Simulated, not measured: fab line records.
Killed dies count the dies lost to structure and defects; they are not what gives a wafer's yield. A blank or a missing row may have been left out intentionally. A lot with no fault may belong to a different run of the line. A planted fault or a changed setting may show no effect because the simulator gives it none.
Which tool was responsible? ; flow berkeley_cmos170 ; 7 lots, 21 wafers sampled, at 3 steps of a route of 331

== WHAT EACH GAUGE READ, for each wafer ==
UCB170_SDANNEAL_RS_MEAS_03: the measuring method here is four-point-probe.
lot;measured;on;NSD_RS (ohm/sq)
L993;day 8 05:00;film_metro-04;37.44 37.28 37.27
L997;day 8 12:49;film_metro-04;37.11 36.98 37.08
L101;day 9 17:12;film_metro-03;45.26 45.24 45.20
L107;day 10 21:29;film_metro-03;37.27 37.14 37.34
L108;day 10 21:41;film_metro-04;37.27 37.28 37.29
L109;day 11 13:56;film_metro-04;37.09 37.22 37.15
L114;day 12 00:32;film_metro-02;37.37 37.27 37.35

== EACH LOT AND THE TOOL THAT RAN IT (in order: tool; ch and the chambers of the sampled wafers; start) ==
lot;UCB170_NSD_IMPLANT_08;UCB170_NSD_STRIP_09
L993;implanter-01 ch 0, day 8 03:17;plasma_asher-04 ch 0,1, day 8 03:26
L997;implanter-01 ch 0, day 8 11:20;plasma_asher-02 ch 0,1, day 8 11:29
L101;implanter-01 ch 0, day 9 15:32;plasma_asher-04 ch 0,1, day 9 15:41
L107;implanter-03 ch 0, day 10 19:52;plasma_asher-03 ch 0,1, day 10 19:59
L108;implanter-02 ch 0, day 10 20:12;plasma_asher-04 ch 0,1, day 10 20:20
L109;implanter-02 ch 0, day 11 11:44;plasma_asher-04 ch 0,1, day 11 11:53
L114;implanter-02 ch 0, day 11 22:59;plasma_asher-03 ch 0,1, day 11 23:08
- UCB170_NSD_IMPLANT_08
- UCB170_NSD_STRIP_09: strips in O2.

== THE ANSWER, worked out from the rows above alone ==
Rule: the lots themselves supply what counts as usual. The widest of any qualifying gaps counts: lots, ordered by their means at a reading, are off when they make up no more than a third of the lots, leave a main group of 4 or more, and stand apart from it by 3 or more times the standard deviation of that group's means. A main group whose means are all the same, to the digits that the tables above print for the reading, isn't used. A lot without any number at a reading at which 4 lots or more have one is off too. Where the step has rows for the other lots, those lots are counted as sound.
Off: L101, seen at UCB170_SDANNEAL_RS_MEAS_03 (NSD_RS). The main group: mean 37.23 ohm/sq, standard deviation 0.099.
If a tool, at a process step before that reading, ran all the lots that are off and no sound lot after the first of them, it fits. Gauges at UCB170_SDANNEAL_RS_MEAS_03: tried the same way as those tools. One fits: UCB170_NSD_IMPLANT_08 on implanter-01. A fault onset in the window from L997 (day 8 11:20, its last sound lot) to L101 (day 9 15:32, its first lot off) fits.

== WHAT THE SIMULATOR PUT IN ==
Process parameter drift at UCB170_NSD_IMPLANT_08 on implanter-01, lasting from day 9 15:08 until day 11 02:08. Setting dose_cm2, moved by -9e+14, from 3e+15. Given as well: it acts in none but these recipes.
Struck lots among those shown: L101. The rule above found the same.
